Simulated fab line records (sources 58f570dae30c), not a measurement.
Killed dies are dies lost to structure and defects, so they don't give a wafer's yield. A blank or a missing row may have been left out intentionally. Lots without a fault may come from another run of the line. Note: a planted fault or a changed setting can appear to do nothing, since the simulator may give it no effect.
A single fault, viewed from 2 desks || flow berkeley_cmos170 || every desk sees just its own numbers, and what lay behind them comes last

## TOOL OWNER'S DESK, pvd_sputter-02
The tool's own readings at UCB170_M3_SPUTTER_01 (material Al, target thk 900 nm, time 120 s): means of the sampled wafers that have a number, for each lot that ran on this tool. The brackets show how far a lot's mean lies from the usual mean; more than 4 standard deviations puts the lot out of limits, marked OUT.
Columns: A = cathode_dc_power_W at UCB170_M3_SPUTTER_01, usual 6000.1 W; B = throttle_valve_pct at UCB170_M3_SPUTTER_01, usual 30.1 %
{"lot": "L387", "first seen here": "day 9 01:56", "A": 6000.4, "B": 30.1}
{"lot": "L393", "first seen here": "day 10 10:56", "A": "5872.0 (-99 or more) OUT", "B": 29.0}
{"lot": "L391", "first seen here": "day 10 13:40", "A": "5870.5 (-99 or more) OUT", "B": 30.0}
This desk's verdict: out of limits on L391, L393, starting with L393 at day 10 10:56 (cathode_dc_power_W at UCB170_M3_SPUTTER_01). L387: within limits.

## THE METROLOGY DESK
Means of the sampled wafers that have a number, per lot and without regard to the tool the lot ran on: this is what the gauges read. The brackets show how far a lot's mean lies from the usual mean; more than 4 standard deviations puts the lot out of limits, marked OUT.
Columns: A = NWELL_OVL at UCB170_NWELL_OVL_MEAS_12, usual 2 nm; B = NWELL_TW at UCB170_NWELL_TW_MEAS_16, usual 1236; C = M3_AL_RS at UCB170_M3_RS_MEAS_02, usual 0.0321 ohm/sq; D = M3_AL_THK at UCB170_M3_THK_MEAS_03, usual 921 nm
{"lot": "L385", "first seen here": "day 3 00:19", "A": -1, "B": 1212, "C": 0.0317, "D": 918}
{"lot": "L387", "first seen here": "day 3 08:30", "A": -3, "B": 1213, "C": 0.0325, "D": 919}
{"lot": "L386", "first seen here": "day 3 08:59", "A": 3, "B": 1256, "C": 0.0315, "D": 933}
{"lot": "L391", "first seen here": "day 4 05:20", "A": -2, "B": 1214, "C": 0.0333, "D": 890}
{"lot": "L392", "first seen here": "day 4 09:39", "A": 5, "B": 1216, "C": 0.0318, "D": 923}
{"lot": "L393", "first seen here": "day 4 16:01", "A": 1, "B": 1245, "C": 0.0334, "D": 894}
{"lot": "L398", "first seen here": "day 5 06:19", "A": -3, "B": 1254, "C": 0.0317, "D": 921}
{"lot": "L399", "first seen here": "day 5 06:30", "A": 0, "B": 1210, "C": 0.0321, "D": 923}
{"lot": "L400", "first seen here": "day 5 14:02", "A": 11, "B": 1210, "C": 0.0322, "D": 919}
{"lot": "L403", "first seen here": "day 6 02:26", "A": 3, "B": 1244, "C": 0.0323, "D": 925}
{"lot": "L405", "first seen here": "day 6 13:51", "A": -5, "B": 1242, "C": 0.0319, "D": 933}
{"lot": "L406", "first seen here": "day 6 19:09", "A": 5, "B": 1244, "C": 0.0318, "D": 935}
{"lot": "L407", "first seen here": "day 7 01:57", "A": -1, "B": 1207, "C": 0.0319, "D": 926}
This desk's finding: nothing out of limits on any of the 13 lots.

## TAKEN TOGETHER
On L391, L393, at day 10 10:56, an alarm was possible from the tool owner's desk.
From the metrology desk's view, nothing was out of limits.
The metrology desk has L391, L393 on record, within its limits.
The lots listed all ran UCB170_M3_SPUTTER_01 on pvd_sputter-02.

## WHAT HAD BEEN PUT IN BY THE SIMULATOR
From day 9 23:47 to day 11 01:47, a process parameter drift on pvd_sputter-02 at UCB170_M3_SPUTTER_01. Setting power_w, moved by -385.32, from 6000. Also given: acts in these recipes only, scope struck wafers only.
Shown lots that were struck: L391, L393.
Time in hours from fault onset to the first out-of-limits reading at each desk: the tool owner's desk, 11.
